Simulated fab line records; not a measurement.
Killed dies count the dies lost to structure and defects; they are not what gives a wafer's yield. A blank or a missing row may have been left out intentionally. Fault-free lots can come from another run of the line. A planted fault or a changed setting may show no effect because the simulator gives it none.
The same fault as seen by 2 desks | flow rit_cmos | numbers are kept per desk, each desk with only its own; the story behind them comes last

== DESK OF THE TOOL OWNER: rie_metal-03 ==
The tool's own readings at RIT_M1_METAL_ETCH_12 (etches Al in Cl2/BCl3, stops on SiO2, time 165 s, target depth 600 nm): means of the sampled wafers that have a number, for each lot that ran on this tool. If a lot's mean is further than 4 standard deviations from the usual mean, the lot is out of limits and carries the mark OUT (the distance appears in the brackets).
Columns: A = drypump_motor_current_A at RIT_M1_METAL_ETCH_12, usual 5.5 A; B = mfc_cl2_sccm at RIT_M1_METAL_ETCH_12, usual 59.99 sccm; C = oes_product_au at RIT_M1_METAL_ETCH_12, usual 0.774 a.u.; D = rf_fwd_power_W at RIT_M1_METAL_ETCH_12, usual 249.3 W; E = throttle_valve_pct at RIT_M1_METAL_ETCH_12, usual 8.29 %
lot  | first seen here | A   | B     | C     | D               | E
L276 | day 3 11:56     | 5.2 | 59.86 | 0.774 | 248.4           | 8.11
L279 | day 4 04:51     | 5.1 | 59.88 | 0.769 | 248.8           | 8.19
L282 | day 4 18:08     | 5.2 | 60.21 | 0.777 | 249.1           | 8.11
L285 | day 5 08:44     | 5.2 | 59.79 | 0.781 | 249.6           | 8.12
L293 | day 6 21:43     | 5.1 | 59.96 | 0.768 | 259.0 (+13) OUT | 8.19
L295 | day 7 10:11     | 5.2 | 60.17 | 0.782 | 269.0 (+27) OUT | 8.12
This desk finds L293, L295 out of limits, L293 being first, at day 6 21:43 (rf_fwd_power_W at RIT_M1_METAL_ETCH_12). In limits: L276, L279, L282, L285.

== AT THE METROLOGY DESK ==
Lot by lot, what the gauges showed, no matter which tool ran the lot: averages of those sampled wafers that carry a number. If a lot's mean is further than 4 standard deviations from the usual mean, the lot is out of limits and carries the mark OUT (the distance appears in the brackets).
Columns: A = NSD_OVL at RIT_NSD_OVL_MEAS_06, usual 1.2 nm; B = NLDD_RS at RIT_SDANNEAL_RS_MEAS_07, usual 151.5 ohm/sq; C = cd_nm at RIT_M1_CD_MEAS_90, usual 2601.1 nm
lot  | first seen here | A    | B     | C
L276 | day 3 04:17     | 0.2  | 152.5 | 2600.9
L277 | day 3 11:31     | 0.4  | 152.3 | 2602.5
L279 | day 3 21:08     | -1.0 | 152.1 | 2601.9
L280 | day 4 04:09     | -0.7 | 151.2 | 2597.6
L281 | day 4 06:22     | 0.5  | 151.0 | 2604.1
L282 | day 4 10:26     | 1.7  | 151.2 | 2601.7
L285 | day 5 01:04     | 1.4  | 151.9 | 2601.9
L286 | day 5 03:53     | 0.8  | 151.9 | 2601.8
L292 | day 6 07:49     | -0.2 | 152.6 | 2600.2
L293 | day 6 14:01     | 1.3  | 151.9 | 2596.6
L295 | day 7 02:29     | 2.8  | 151.6 | 2594.2
L296 | day 7 08:23     | 3.5  | 151.1 | 2599.4
L297 | day 7 10:41     | 2.6  | 151.6 | 2601.7
L299 | day 8 01:11     | 2.3  | 150.6 | 2601.4
Finding of this desk: none of the 14 lots has anything out of limits.

== BROUGHT TOGETHER ==
At day 6 21:43, on L293, L295, the tool owner's desk was in a position to raise an alarm.
Nothing out of limits was seen by the metrology desk.
The metrology desk has L293, L295 on record, within its limits.
All the named lots went through RIT_M1_METAL_ETCH_12 on rie_metal-03.

== WHAT THE SIMULATOR HAD INSERTED ==
rie_metal-03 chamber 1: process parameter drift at RIT_M1_METAL_ETCH_12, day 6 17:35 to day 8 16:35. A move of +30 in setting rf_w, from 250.
Lots struck among those shown: L293, L295.
How many hours passed from the start of the fault until each desk's first out-of-limits reading: the tool owner's desk, 4.
